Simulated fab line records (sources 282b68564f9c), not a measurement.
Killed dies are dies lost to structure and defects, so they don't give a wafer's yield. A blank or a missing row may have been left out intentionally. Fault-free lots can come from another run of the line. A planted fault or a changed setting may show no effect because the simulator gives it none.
Comparing a struck lot with a sound one | flow ritCmos | 25 steps out of a route of 202
Sound: wafers L326.1, L326.2, L326.4. The struck wafers were L329.1, L329.3, L329.5. The cause is named last.
For every step that has rows: the tool of each side, followed by ch and its chambers, followed by its first start. Under that, the readings that differ: sound wafers | struck wafers | difference of the means | sigmas: that difference in standard deviations of wafers without a fault.
alike: same words and numbers on both sides, and readings whose means sit less than 2 such deviations apart. not compared: any withheld reading, any reading some wafer has no value for, any bound like >300 that may hide the same value, and any number with overlapping values for which the record gives no deviation.
The two part at a step that has a row with sigmas, a row that says differs or no value, or rows on one side only. Non-overlapping numbers with no deviation appear without sigmas and do not part them. A reading missing from all wafers of one side parts the sides only when that side holds two or more wafers.

first, 2 steps without rows for these wafers: RIT_FOX2_CLEAN_02 (cleans in dHF, time 180 s); RIT_FOX2_WET_ETCH_03 (etches Si3N4 in H3PO4, target depth 195 nm, time 2700 s).
RIT_FOX2_THK_MEAS_90:
  struck on filmMetro-01, day 4 03:22; sound on filmMetro-03, day 3 11:37
  alike: FIELD_OXIDE_LEFT_1_THK
then, 6 steps without rows for these wafers: RIT_NWELL_HMDS_00 (prime time 60 s); RIT_NWELL_COAT_01 (resist thk 1300 nm); RIT_NWELL_SOFTBAKE_02 (time 60 s); RIT_NWELL_EXPOSE_03 (exposes mask M2, target cd 43900 nm); RIT_NWELL_PEB_04; RIT_NWELL_DEVELOP_05 (develop time 68 s).
RIT_NWELL_OVL_MEAS_06:
  struck on overlay-02, day 4 04:18; sound on overlay-02, day 3 12:34
  alike: NWELL_OVL
then, 2 steps without rows for these wafers: RIT_NWELL_HARDBAKE_07 (time 120 s); RIT_NWELL_IMPLANT_08.
RIT_NWELL_STRIP_09: strips in O2, time 180 s.
  sound on plasmaAsher-03 ch 0,1, day 3 13:00; struck on plasmaAsher-01 ch 0,1, day 4 04:44
  no value came back on the struck wafers for chamberPressureMTorr (mTorr), drypumpMotorCurrentA (A), timeS (s); on the sound wafers chamberPressureMTorr (mTorr) reads 4003 4001 3995
reading                                   | sound | struck         | difference | sigmas
model.NOVOLAK_of_NWELL_COAT_01.thkNm (nm) | 0 0 0 | 1129 1129 1132 | +1130      | 
  not compared: rfHoursCounterH
RIT_NWELL_TW_MEAS_10:
  struck on filmMetro-03, day 4 04:55; sound on filmMetro-04, day 3 13:11
reading  | sound          | struck         | difference | sigmas
NWELL_TW | 2095 2092 2097 | 2164 2151 2154 | +62        | +2
then, 6 steps without rows for these wafers: RIT_PWELL_HMDS_00 (prime time 60 s); RIT_PWELL_COAT_01 (resist thk 1300 nm); RIT_PWELL_SOFTBAKE_02 (time 60 s); RIT_PWELL_EXPOSE_03 (exposes mask M3, target cd 43700 nm); RIT_PWELL_PEB_04; RIT_PWELL_DEVELOP_05 (develop time 68 s).
RIT_PWELL_OVL_MEAS_06:
  struck on overlay-02, day 4 05:58; sound on overlay-01, day 3 14:19
  alike: PWELL_OVL
then, 2 steps without rows for these wafers: RIT_PWELL_HARDBAKE_07 (time 120 s); RIT_PWELL_IMPLANT_08.
RIT_PWELL_STRIP_09: strips in O2, time 180 s.
  sound on plasmaAsher-04 ch 0,1, day 3 14:46; struck on plasmaAsher-03 ch 0,1, day 4 06:25
reading                  | sound       | struck      | difference | sigmas
drypumpMotorCurrentA (A) | 6.2 6.6 6.6 | 5.6 5.8 5.7 | -0.8       | -2
  alike: chamberPressureMTorr
  not compared: rfHoursCounterH
RIT_PWELL_TW_MEAS_10:
  struck on filmMetro-04, day 4 06:49; sound on filmMetro-04, day 3 14:56
reading  | sound       | struck   | difference | sigmas
PWELL_TW | 932 938 936 | 29 29 29 | -906       | -76
  not compared: hold

WHERE THEY PART
First at RIT_NWELL_STRIP_09; last, within this record, at RIT_PWELL_TW_MEAS_10.

WHY: what the simulator had put in
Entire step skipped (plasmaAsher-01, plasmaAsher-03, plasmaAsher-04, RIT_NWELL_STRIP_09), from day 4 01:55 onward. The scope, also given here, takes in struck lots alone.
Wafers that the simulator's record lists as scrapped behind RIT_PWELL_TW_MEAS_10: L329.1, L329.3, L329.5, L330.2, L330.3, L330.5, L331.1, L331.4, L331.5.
